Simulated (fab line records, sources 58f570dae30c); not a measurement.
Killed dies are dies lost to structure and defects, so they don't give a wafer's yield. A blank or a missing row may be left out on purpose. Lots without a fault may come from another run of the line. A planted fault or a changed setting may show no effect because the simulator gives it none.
Chamber matching | flow berkeley_cmos170 | UCB170_M3_ETCH_17 on rie_diel-04: 4 sister chambers
The step etches BARC in N2/H2. 4 wafers are shown with their chamber, then 7 later ones without.

WAFERS WITH THEIR CHAMBER
wafer  | chamber | drypump_motor_current_A (A)
L231.2 | 1       | 6.4
L231.4 | 3       | 5.1
L231.5 | 2       | 4.8
L236.4 | 0       | 5.8

WAFERS WITHOUT THEIR CHAMBER
wafer  | drypump_motor_current_A (A)
L236.5 | 5.1
L250.2 | 6.4
L250.3 | 4.8
L250.6 | 6.4
L249.1 | 5.8
L249.2 | 5.0
L249.5 | 5.8

WHICH CHAMBER EACH WENT THROUGH
wafer  | from the rows above | in truth
L236.5 | 3                   | 3
L250.2 | 1                   | 1
L250.3 | 2                   | 2
L250.6 | 1                   | 1
L249.1 | 0                   | 0
L249.2 | 3                   | 3
L249.5 | 0                   | 0
Placed correctly: 7 of 7. Can't be placed from these rows: 0. Placed wrongly: 0.
How it was worked out, from the rows above alone: a wafer's distance from a chamber is the root of the sum, over the readings, of the square of ((its reading less the chamber's mean) divided by the reading's scatter). The wafer belongs to the nearest chamber; if the next one is less than 2 further off, it can't be placed. A chamber's mean is the mean of its shown wafers. The scatter: with one shown wafer a chamber, the root of the mean of the squares of how far each hidden wafer lies from its nearest shown one.
